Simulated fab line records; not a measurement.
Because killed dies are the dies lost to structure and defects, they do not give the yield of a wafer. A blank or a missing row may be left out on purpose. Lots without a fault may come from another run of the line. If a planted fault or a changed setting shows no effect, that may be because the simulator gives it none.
Problem report, 8D (eight disciplines) form, completed by code	flow berkeley cmos170	the parts of the form that need people (team, actions taken, sign-off) are left out

1. WHAT WENT WRONG
Mean of exposure dose mJ cm2 at UCB170_ACTIVE_EXPOSE_10: 19.843 over 2 wafers from 1 lot, against 19.921 (standard deviation 0.018) on wafers with no fault. That is -4.4 standard deviations from the usual mean.
The step: exposes mask ACTIVE, target cd 1200 nm.
The first sign was on wafer L964.1 at day 10 03:13, on krf scanner-01. The record holds 38 wafers of 13 lots with a number at this step. Rule for "out" (also "out of limits"): further than 4 standard deviations from the usual mean. The other wafers with a number count as sound.

2. WHAT IT IS; WHAT IT IS NOT
question	is	is not
which readings at this step	exposure dose mJ cm2	-
which lots	L964	L943, L944, L945, L946, L947, L948, L950, L951, L952, L953, L954, L956
which wafers of those lots	all that have a number	-
read on which tools	krf scanner-01	krf scanner-02
when	from day 10 03:13	up to then (36 sound wafers)

3. THE SUSPECTS, EACH WITH WHAT RULES IT OUT
Counting: a tool stays on the suspect list if, at a process step up to the reading, it processed all lots that are out and no sound lot following the first of them.
- krf scanner-01 at UCB170_ACTIVE_EXPOSE_10 (exposes mask ACTIVE, target cd 1200 nm): kept. It ran the lot that is out, L964 (day 10 03:13), and no sound lot after that; its last sound lot up to then is L953 (day 7 11:55). On those wafers its own readings are out: exposure dose mJ cm2.
Remaining after the count: krf scanner-01 at UCB170_ACTIVE_EXPOSE_10.

4. THE CAUSE (what the simulator had put in)
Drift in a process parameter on krf scanner-01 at UCB170_ACTIVE_EXPOSE_10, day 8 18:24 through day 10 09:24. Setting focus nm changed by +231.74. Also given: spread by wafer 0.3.
Counting left only this tool.

5. SEQUENCE OF EFFECTS, ordered by route
Rows list readings where the struck wafers' mean (over those with a number) sits beyond 3 standard deviations from the usual. Only readings for which the record gives a usual standard deviation are gone through. hours: the time from each lot's start at the first step in this table that gives one to its start at this step, as a median over the lots. sigmas: the change in usual standard deviations.
hours	step	reading	usual	on struck wafers	change	sigmas
0	UCB170_ACTIVE_EXPOSE_10	exposure dose mJ cm2	19.921	19.843	-0.078	-4.4
Process steps it contains:
- UCB170_ACTIVE_EXPOSE_10: exposes mask ACTIVE, target cd 1200 nm.
At these later measuring or inspecting steps, every struck wafer for which the step has a row has a number for every such reading, and none has moved that far: UCB170_M3_BOW_MEAS_20.

6. HOW IT WOULD HAVE BEEN CAUGHT EARLIER
The fault began at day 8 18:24; the first out-of-limits reading in this record came at day 10 03:13, 33 hours later.
